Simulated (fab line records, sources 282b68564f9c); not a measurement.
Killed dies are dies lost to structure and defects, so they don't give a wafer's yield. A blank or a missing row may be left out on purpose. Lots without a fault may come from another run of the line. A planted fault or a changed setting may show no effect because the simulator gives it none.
A struck lot beside a sound one | flow rit_cmos | 44 steps out of a route of 202
Sound: wafers L925.1, L925.4, L925.5. Struck: wafers L938.1, L938.4, L938.6. The cause comes at the end.
At each step with rows: each side's tool, then ch and its chambers, then its first start. Under that, the readings that differ: sound wafers | struck wafers | difference of the means | sigmas: that difference in standard deviations of wafers without a fault.
alike: readings whose means differ by less than 2 such deviations, and words and numbers that are the same on both sides. not compared: withheld readings, readings that some wafer has no value for, bounds like >300 that may hide the same value, and numbers for which the record gives no deviation and whose values overlap.
The two part at a step that has a row with sigmas, a row that says differs or no value, or rows on one side only. Numbers that don't overlap but have no deviation are shown without sigmas and don't part them. A reading that every wafer of one side lacks parts them only if that side has two wafers or more.

first, 4 steps without rows for these wafers: RIT_PLDD_SOFTBAKE_02 (time 60 s); RIT_PLDD_EXPOSE_03 (exposes mask M8, target cd 40900 nm); RIT_PLDD_PEB_04; RIT_PLDD_DEVELOP_05 (develop time 50 s).
RIT_PLDD_OVL_MEAS_06:
  sound on overlay-01, day 2 20:05; struck on overlay-02, day 5 12:41
  alike: PLDD_OVL
then, 2 steps without rows for these wafers: RIT_PLDD_HARDBAKE_07 (time 60 s); RIT_PLDD_IMPLANT_08.
RIT_PLDD_STRIP_09: strips in O2, time 180 s.
  sound on plasma_asher-03 ch 0,1, day 2 20:25; struck on plasma_asher-01 ch 0,1, day 5 13:01
  alike: chamber_pressure_mTorr, drypump_motor_current_A
  not compared: rf_hours_counter_h
RIT_PLDD_TW_MEAS_10:
  sound on film_metro-02, day 2 20:36; struck on film_metro-03, day 5 13:11
  reading | sound          | struck         | difference | sigmas
  PLDD_TW | 2356 2357 2362 | 2345 2326 2339 | -22        | -2
then, 3 steps without rows for these wafers: RIT_SPACER_CLEAN_00 (cleans in SC1, time 600 s); RIT_SPACER_CLEAN_01 (cleans in dHF, time 30 s); RIT_SPACER_CLEAN_02 (cleans in SC2, time 600 s).
RIT_SPACER_CVD_03: deposits Si3N4 from SiH2Cl2/NH3, target thk 250 nm, time 3300 s.
  sound on lpcvd-02 ch 0, day 2 21:02; struck on lpcvd-01 ch 1, day 5 13:37
  reading                                  | sound             | struck            | difference | sigmas
  nh3_flow_sccm (sccm)                     | 149.9 150.1 149.8 | 180.1 179.9 179.3 | +29.8      | +79
  model.Si3N4_of_SPACER_CVD_03.thk_nm (nm) | 249 248.4 247.9   | 283 283.6 284.6   | +35        |
  alike: zone_power_centre_pct
RIT_SPACER_THK_MEAS_04:
  sound on film_metro-02, day 2 22:56; struck on film_metro-01, day 5 15:32
  reading                 | sound             | struck            | difference | sigmas
  SPACER_NITRIDE_THK (nm) | 248.9 248.5 247.8 | 283.0 283.5 284.6 | +35.3      | +12
RIT_SPACER_ETCHBACK_05: etches Si3N4 in SF6/CHF3, stops on SiO2, target depth 250 nm, time 240 s.
  sound on rie_diel-04 ch 0,1,3, day 2 23:00; struck on rie_diel-04 ch 0,3, day 5 15:36
  reading                  | sound             | struck            | difference | sigmas
  oes_product_au (a.u.)    | 0.845 0.836 0.867 | 0.938 0.962 0.955 | +0.102     | +6
  model.etch.depth_nm (nm) | 249 248.4 247.9   | 283 283.6 284.6   | +35        |
  alike: chamber_pressure_mTorr, drypump_motor_current_A, throttle_valve_pct
  not compared: rf_hours_counter_h
then, 6 steps without rows for these wafers: RIT_NSD_HMDS_00 (prime time 60 s); RIT_NSD_COAT_01 (resist thk 1000 nm); RIT_NSD_SOFTBAKE_02 (time 60 s); RIT_NSD_EXPOSE_03 (exposes mask M9, target cd 40700 nm); RIT_NSD_PEB_04; RIT_NSD_DEVELOP_05 (develop time 50 s).
RIT_NSD_OVL_MEAS_06:
  sound on overlay-01, day 3 00:14; struck on overlay-01, day 5 16:43
  alike: NSD_OVL
then, 2 steps without rows for these wafers: RIT_NSD_HARDBAKE_07 (time 60 s); RIT_NSD_IMPLANT_08.
RIT_NSD_STRIP_09: strips in O2, time 180 s.
  sound on plasma_asher-02 ch 0,1, day 3 00:35; struck on plasma_asher-01 ch 1, day 5 17:04
  alike: chamber_pressure_mTorr, drypump_motor_current_A
  not compared: rf_hours_counter_h
RIT_NSD_TW_MEAS_10:
  sound on film_metro-02, day 3 00:45; struck on film_metro-04, day 5 17:14
  alike: NSD_TW
then, 6 steps without rows for these wafers: RIT_PSD_HMDS_00 (prime time 60 s); RIT_PSD_COAT_01 (resist thk 1000 nm); RIT_PSD_SOFTBAKE_02 (time 60 s); RIT_PSD_EXPOSE_03 (exposes mask M10, target cd 40900 nm); RIT_PSD_PEB_04; RIT_PSD_DEVELOP_05 (develop time 50 s).
RIT_PSD_OVL_MEAS_06:
  sound on overlay-01, day 3 01:50; struck on overlay-02, day 5 18:16
  alike: PSD_OVL
then, 2 steps without rows for these wafers: RIT_PSD_HARDBAKE_07 (time 60 s); RIT_PSD_IMPLANT_08.
RIT_PSD_STRIP_09: strips in O2, time 180 s.
  sound on plasma_asher-04 ch 1, day 3 02:10; struck on plasma_asher-04 ch 0,1, day 5 18:37
  alike: chamber_pressure_mTorr, drypump_motor_current_A
  not compared: rf_hours_counter_h
RIT_PSD_TW_MEAS_10:
  sound on film_metro-04, day 3 02:20; struck on film_metro-02, day 5 18:47
  reading | sound          | struck         | difference | sigmas
  PSD_TW  | 3450 3434 3444 | 3408 3408 3397 | -38        | -3
then, 3 steps without rows for these wafers: RIT_SDANNEAL_CLEAN_00 (cleans in SC1, time 600 s); RIT_SDANNEAL_CLEAN_01 (cleans in dHF, time 30 s); RIT_SDANNEAL_CLEAN_02 (cleans in SC2, time 600 s).
RIT_SDANNEAL_RTA_03: time 5 s.
  sound on rtp_anneal-01 ch 0, day 3 02:47; struck on rtp_anneal-02 ch 0, day 5 19:13
  alike: wafer_temp_C_max
RIT_SDANNEAL_RS_MEAS_04: measures by four-point-probe.
  sound on film_metro-02, day 3 02:51; struck on film_metro-03, day 5 19:16
  reading         | sound             | struck            | difference | sigmas
  PSD_RS (ohm/sq) | 116.0 116.3 116.3 | 115.4 115.6 115.6 | -0.7       | -2
RIT_SILICIDE_WET_ETCH_00: etches SiO2 in BOE, target depth 14 nm, time 15 s.
  sound on wet_bench-02 ch 3, day 3 03:20; struck on wet_bench-02 ch 1, day 5 19:45
  reading                                  | sound             | struck            | difference | sigmas
  model.Si3N4_of_SPACER_CVD_03.thk_nm (nm) | 195.3 194.7 194.4 | 222.6 223.2 223.7 | +28.4      |
RIT_M1_PROBE_99:
  sound on prober-02, day 3 10:40; struck on prober-02, day 6 03:35
  reading                              | sound                | struck               | difference | sigmas
  model.etest.pplus_sal.width_nm (nm)  | 3432 3431 3445       | 3396 3388 3390       | -45        |
  model.etest.nplus_sal.width_nm (nm)  | 3440 3443 3440       | 3384 3381 3364       | -65        |
  model.etest.nwell_pinched.rs_ohm_sq  | 337.3 339.1 337.3    | 315 314.9 312.6      | -24        |
  model.etest.pwell_pinched.rs_ohm_sq  | 456.2 456.2 453.4    | 439.1 433.8 436.5    | -18.8      |
  model.etest.contact_nplus.end_ohm_um | 40.49 40.3 42.43     | 36.46 37.82 36.77    | -4.06      |
  model.etest.field_p_metal.vt_v (V)   | -28.46 -28.49 -28.48 | -30.75 -31.43 -31.34 | -2.70      |
  alike: killed_at_M0_to_M3, killed_at_contacts, killed_at_front_end, killed_dies, killed_open, killed_short
  not compared: model.etest.nmos_narrow.drive_ua_um, model.etest.nmos_0p3.drive_ua_um

WHERE THEY PART
First at RIT_PLDD_TW_MEAS_10; last, within this record, at RIT_SDANNEAL_RS_MEAS_04. Later steps at which nothing parts them and some readings are alike: RIT_M1_PROBE_99.

WHY: what the simulator had put in
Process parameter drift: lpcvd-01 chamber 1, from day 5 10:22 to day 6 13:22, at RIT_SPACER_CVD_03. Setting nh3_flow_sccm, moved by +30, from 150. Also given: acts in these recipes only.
